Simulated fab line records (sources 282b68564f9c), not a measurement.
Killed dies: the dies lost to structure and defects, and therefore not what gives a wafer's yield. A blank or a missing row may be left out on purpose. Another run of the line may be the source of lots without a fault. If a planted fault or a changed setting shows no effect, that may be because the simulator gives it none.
Problem report, 8D (eight disciplines) form, completed by code :: flow rit_cmos :: the parts of the form that need people (team, actions taken, sign-off) are left out

## 1. THE PROBLEM
Mean of run_length_s at RIT_SPACER_CLEAN_00: 722.3 s over 3 wafers from 1 lot, against 627.4 s (standard deviation 3) on wafers with no fault. That is +32 standard deviations from the usual mean.
The step: cleans in SC1, time 600 s.
First observed at day 7 09:50: wafer L792.1, on wet_bench-03. Wafers with a number at this step in the record: 39, from 13 lots. Rule for "out" (also "out of limits"): further than 4 standard deviations from the usual mean. Any other wafer with a number is counted as sound.

## 2. WHAT THIS IS AND IS NOT
question: which readings at this step
is: run_length_s
is not: -

question: which lots
is: L792
is not: L773, L775, L778, L779, L780, L782, L783, L785, L786, L787, L789, L794

question: which wafers of those lots
is: all that have a number
is not: -

question: read on which tools
is: wet_bench-03
is not: wet_bench-02, wet_bench-04

question: when
is: from day 7 09:50
is not: up to then (33 sound wafers); but 3 sound wafers of L794 came after

## 3. SUSPECTS, AND WHAT RULES EACH OUT
Counting: any tool at a process step up to the reading is kept as a suspect provided that every lot that is out went through it and no sound lot did after the first of them.
- wet_bench-03 at RIT_SPACER_CLEAN_00 (cleans in SC1, time 600 s): ruled out as a lasting fault. Sound lots L794 ran on it after its first lot that is out, L792 (day 7 09:50).
Left after counting: nothing in the record.

## 4. THE CAUSE (what the simulator had put in)
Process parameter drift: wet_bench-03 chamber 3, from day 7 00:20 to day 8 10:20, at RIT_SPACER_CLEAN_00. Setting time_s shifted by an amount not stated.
Counting ruled it out, wrongly.

## 5. THE EFFECT CHAIN, in route order
Rows list readings where the struck wafers' mean (over those with a number) sits beyond 3 standard deviations from the usual. Readings are gone through only where the record gives a usual standard deviation; hours: the median, over the lots, of the time from a lot's start at the first step in this table giving one to that lot's start at this step; sigmas: the change measured in usual standard deviations.
hours: 0
step: RIT_SPACER_CLEAN_00
reading: run_length_s
usual: 627.4 s
on struck wafers: 722.3
change: +94.9
sigmas: +32
Its process steps:
- RIT_SPACER_CLEAN_00: cleans in SC1, time 600 s.

## 6. HOW IT WOULD HAVE BEEN CAUGHT EARLIER
10 hours passed between the start of the fault at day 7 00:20 and the first reading out of limits in this record, taken at day 7 09:50.
